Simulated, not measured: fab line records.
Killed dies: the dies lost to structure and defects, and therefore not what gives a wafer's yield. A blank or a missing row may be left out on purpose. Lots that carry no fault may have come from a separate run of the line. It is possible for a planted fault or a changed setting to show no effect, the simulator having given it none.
Which tool was responsible? / flow rit-cmos / 15 lots, 45 wafers sampled, at 2 steps of a route of 202

== WHAT THE GAUGES READ, wafer by wafer ==
RIT_NRETRO_OVL_MEAS_06.
lot=L553; measured=day 3 03:01; on=overlay-02; NRETRO_OVL (nm)=-2.2 -1.7 -2.8
lot=L555; measured=day 3 14:48; on=overlay-02; NRETRO_OVL (nm)=-1.8 -1.5 -1.6
lot=L556; measured=day 3 17:47; on=overlay-02; NRETRO_OVL (nm)=-3.6 -2.8 -2.5
lot=L557; measured=day 3 22:56; on=overlay-01; NRETRO_OVL (nm)=-1.5 -0.8 -3.0
lot=L558; measured=day 4 02:11; on=overlay-02; NRETRO_OVL (nm)=-2.9 -2.3 -1.9
lot=L560; measured=day 4 09:53; on=overlay-01; NRETRO_OVL (nm)=-3.8 -2.2 -3.7
lot=L563; measured=day 5 04:01; on=overlay-02; NRETRO_OVL (nm)=418.0 420.5 418.8
lot=L564; measured=day 5 05:04; on=overlay-01; NRETRO_OVL (nm)=420.1 418.2 418.4
lot=L565; measured=day 5 13:43; on=overlay-01; NRETRO_OVL (nm)=417.6 419.3 419.8
lot=L566; measured=day 5 17:39; on=overlay-02; NRETRO_OVL (nm)=-2.0 0.8 0.7
lot=L567; measured=day 5 19:31; on=overlay-01; NRETRO_OVL (nm)=-1.6 -0.4 -1.4
lot=L570; measured=day 6 12:47; on=overlay-02; NRETRO_OVL (nm)=-0.5 0.5 -0.8
lot=L571; measured=day 6 17:53; on=overlay-02; NRETRO_OVL (nm)=-0.5 -1.5 -0.2
lot=L572; measured=day 6 21:07; on=overlay-02; NRETRO_OVL (nm)=-2.4 -2.4 -1.1
lot=L573; measured=day 7 03:27; on=overlay-01; NRETRO_OVL (nm)=2.2 0.1 1.4

== TOOL THAT RAN EACH LOT (tool first, then ch and the chambers of the sampled wafers, then the start) ==
lot=L553; RIT_NRETRO_EXPOSE_03=iline-stepper-02 ch 0, day 3 02:28
lot=L555; RIT_NRETRO_EXPOSE_03=iline-stepper-01 ch 0, day 3 14:23
lot=L556; RIT_NRETRO_EXPOSE_03=iline-stepper-02 ch 0, day 3 17:21
lot=L557; RIT_NRETRO_EXPOSE_03=iline-stepper-01 ch 0, day 3 22:27
lot=L558; RIT_NRETRO_EXPOSE_03=iline-stepper-02 ch 0, day 4 01:46
lot=L560; RIT_NRETRO_EXPOSE_03=iline-stepper-01 ch 0, day 4 09:28
lot=L563; RIT_NRETRO_EXPOSE_03=iline-stepper-02 ch 0, day 5 03:35
lot=L564; RIT_NRETRO_EXPOSE_03=iline-stepper-02 ch 0, day 5 04:40
lot=L565; RIT_NRETRO_EXPOSE_03=iline-stepper-02 ch 0, day 5 13:17
lot=L566; RIT_NRETRO_EXPOSE_03=iline-stepper-01 ch 0, day 5 17:16
lot=L567; RIT_NRETRO_EXPOSE_03=iline-stepper-01 ch 0, day 5 19:05
lot=L570; RIT_NRETRO_EXPOSE_03=iline-stepper-01 ch 0, day 6 12:22
lot=L571; RIT_NRETRO_EXPOSE_03=iline-stepper-01 ch 0, day 6 17:29
lot=L572; RIT_NRETRO_EXPOSE_03=iline-stepper-01 ch 0, day 6 20:44
lot=L573; RIT_NRETRO_EXPOSE_03=iline-stepper-01 ch 0, day 7 03:02
- RIT_NRETRO_EXPOSE_03: exposes mask M4, target cd 43900 nm.

== WHAT THE TOOLS THEMSELVES READ (means of the sampled wafers that have a number; where no wafer has one, the mark that the record gives instead) ==
RIT_NRETRO_EXPOSE_03.
lot=L553 tool=iline-stepper-02 exposure-dose-mJ-cm2=250.15
lot=L555 tool=iline-stepper-01 exposure-dose-mJ-cm2=249.89
lot=L556 tool=iline-stepper-02 exposure-dose-mJ-cm2=249.95
lot=L557 tool=iline-stepper-01 exposure-dose-mJ-cm2=249.86
lot=L558 tool=iline-stepper-02 exposure-dose-mJ-cm2=250.26
lot=L560 tool=iline-stepper-01 exposure-dose-mJ-cm2=250.26
lot=L563 tool=iline-stepper-02 exposure-dose-mJ-cm2=250.23
lot=L564 tool=iline-stepper-02 exposure-dose-mJ-cm2=250.12
lot=L565 tool=iline-stepper-02 exposure-dose-mJ-cm2=249.82
lot=L566 tool=iline-stepper-01 exposure-dose-mJ-cm2=250.04
lot=L567 tool=iline-stepper-01 exposure-dose-mJ-cm2=250.07
lot=L570 tool=iline-stepper-01 exposure-dose-mJ-cm2=250.10
lot=L571 tool=iline-stepper-01 exposure-dose-mJ-cm2=249.87
lot=L572 tool=iline-stepper-01 exposure-dose-mJ-cm2=249.80
lot=L573 tool=iline-stepper-01 exposure-dose-mJ-cm2=250.38

== THE ANSWER, worked out from the rows above alone ==
Rule: the usual values come from the lots themselves. Put in order of their means at a reading, lots are off if they are a third of the lots or fewer, leave a main group of 4 or more, and stand apart from it by a gap of 3 or more times the standard deviation of the main group's means; of several such gaps the widest counts. A main group is skipped when, at the precision printed for the reading in the tables above, its means are all equal. A lot without any number at a reading at which 4 lots or more have one is off too. The other lots that the step has rows for count as sound. After the gauges, taken in route order, come the tools' own readings; for these a lot's mean is taken, as printed above. At the first step where some lot is off, the reading lying furthest off is the one used; lots without a number count as furthest.
Off: L563, L564, L565, seen at RIT_NRETRO_OVL_MEAS_06 (NRETRO_OVL). The main group: mean -1.4 nm, standard deviation 1.2.
A tool fits if, at a process step before that reading, it ran every lot that is off, and no sound lot after the first of them. Gauges at RIT_NRETRO_OVL_MEAS_06: tried the same way as those tools. One candidate fits, namely iline-stepper-02 at RIT_NRETRO_EXPOSE_03. A fault onset in the window from L558 (day 4 01:46, its last sound lot) to L563 (day 5 03:35, its first lot off) fits.

== WHAT THE SIMULATOR HAD PUT IN ==
Scanner matching overlay: iline-stepper-02, from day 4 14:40 on, at RIT_NRETRO_EXPOSE_03. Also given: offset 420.
Shown lots that were struck: L563, L564, L565. Same finding as the rule above.
